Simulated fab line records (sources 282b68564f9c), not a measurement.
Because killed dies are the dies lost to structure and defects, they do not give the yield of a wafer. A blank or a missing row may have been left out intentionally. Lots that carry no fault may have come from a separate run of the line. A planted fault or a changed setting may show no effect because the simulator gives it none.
2 desks looking at one fault || flow rit-cmos || each desk has only its own numbers; what lay behind them comes last

## THE METROLOGY DESK
Means of the sampled wafers that have a number, per lot and without regard to the tool the lot ran on: this is what the gauges read. If a lot's mean is further than 4 standard deviations from the usual mean, the lot is out of limits and carries the mark OUT (the distance appears in the brackets).
Columns: A = cd-nm at RIT_ACTIVE_CD_MEAS_90, usual 1399.8 nm; B = NWELL_TW at RIT_NWELL_TW_MEAS_10, usual 2154; C = PLDD_OVL at RIT_PLDD_OVL_MEAS_06, usual 0.5 nm; D = PSD_TW at RIT_PSD_TW_MEAS_10, usual 3440; E = PSD_RS at RIT_SDANNEAL_RS_MEAS_04, usual 115.97 ohm/sq
{"lot": "L732", "first seen here": "day 1 15:29", "A": 1402.5, "B": 2146, "C": 1.2, "D": 3470, "E": 116.04}
{"lot": "L734", "first seen here": "day 2 01:17", "A": 1398.9, "B": 2144, "C": -1.0, "D": 3414, "E": 116.08}
{"lot": "L735", "first seen here": "day 2 06:52", "A": 1401.4, "B": 2142, "C": -0.4, "D": 3422, "E": 115.86}
{"lot": "L736", "first seen here": "day 2 11:51", "A": 1393.1, "B": 2149, "C": 1.8, "D": 3483, "E": 115.80}
{"lot": "L737", "first seen here": "day 2 17:50", "A": 1399.4, "B": 2162, "C": 1.5, "D": 3409, "E": 116.41}
{"lot": "L738", "first seen here": "day 2 22:06", "A": 1401.5, "B": 2119, "C": 1.3, "D": 3485, "E": 116.54}
{"lot": "L740", "first seen here": "day 3 07:08", "A": 1395.9, "B": 2148, "C": 0.4, "D": 3462, "E": 116.07}
{"lot": "L741", "first seen here": "day 3 13:23", "A": 1397.8, "B": 2162, "C": 0.0, "D": 3472, "E": 115.75}
{"lot": "L742", "first seen here": "day 3 18:10", "A": 1393.3, "B": 2180, "C": 0.8, "D": 3485, "E": 116.02}
{"lot": "L743", "first seen here": "day 3 23:36", "A": 1397.9, "B": 2141, "C": -0.3, "D": 3476, "E": 115.84}
{"lot": "L747", "first seen here": "day 4 19:08", "A": 1402.5, "B": 2153, "C": -0.8, "D": 3525, "E": "110.39 (-20) OUT"}
{"lot": "L749", "first seen here": "day 5 06:16", "A": 1402.6, "B": 2134, "C": 1.3, "D": 3414, "E": 115.80}
{"lot": "L751", "first seen here": "day 5 17:35", "A": 1399.8, "B": 2182, "C": 1.4, "D": "3610 (+4.7) OUT", "E": "110.02 (-21) OUT"}
{"lot": "L753", "first seen here": "day 6 04:52", "A": 1403.3, "B": 2154, "C": 1.5, "D": 3426, "E": 115.81}
Per this desk, out of limits: L747, L751; the first was L747, day 6 12:41 (PSD_RS at RIT_SDANNEAL_RS_MEAS_04). L732, L734, L735, L736, L737, L738, L740, L741, L742, L743, L749, L753: within limits.

## THE TOOL OWNER'S DESK: implanter-01
The tool's own readings at RIT_PSD_IMPLANT_08, given as means over the sampled wafers that have a number, one for each lot that went through this tool. If a lot's mean is further than 4 standard deviations from the usual mean, the lot is out of limits and carries the mark OUT (the distance appears in the brackets).
Columns: A = beam-on-s at RIT_PSD_IMPLANT_08, usual 14.0 s; B = dose-ions-cm2 at RIT_PSD_IMPLANT_08, usual 4.999e+15
{"lot": "L732", "first seen here": "day 3 05:14", "A": 14.3, "B": 5.006e+15}
{"lot": "L738", "first seen here": "day 4 13:04", "A": 14.5, "B": 4.995e+15}
{"lot": "L742", "first seen here": "day 5 09:50", "A": 14.6, "B": 5.000e+15}
{"lot": "L747", "first seen here": "day 6 11:52", "A": "23.4 (+23) OUT", "B": "8.000e+15 (+99 or more) OUT"}
{"lot": "L751", "first seen here": "day 7 20:50", "A": "23.1 (+22) OUT", "B": "8.001e+15 (+99 or more) OUT"}
Finding of this desk: L747, L751 out of limits; the first was L747 at day 6 11:52, on beam-on-s at RIT_PSD_IMPLANT_08. L732, L738, L742: within limits.

## BROUGHT TOGETHER
An alarm could have come from the tool owner's desk at day 6 11:52, on L747, L751.
On L747, L751, the metrology desk was in a position to raise an alarm at day 6 12:41.
Of the lots named, all ran RIT_PSD_IMPLANT_08 on implanter-01.

## WHAT THE SIMULATOR PUT IN
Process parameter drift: implanter-01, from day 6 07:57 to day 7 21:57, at RIT_PSD_IMPLANT_08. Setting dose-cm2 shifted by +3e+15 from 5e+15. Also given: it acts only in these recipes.
Struck lots among those shown: L747, L751.
Delay (hours) between the fault's onset and each desk's first out-of-limits reading: 4 at the tool owner's desk, 5 at the metrology desk.
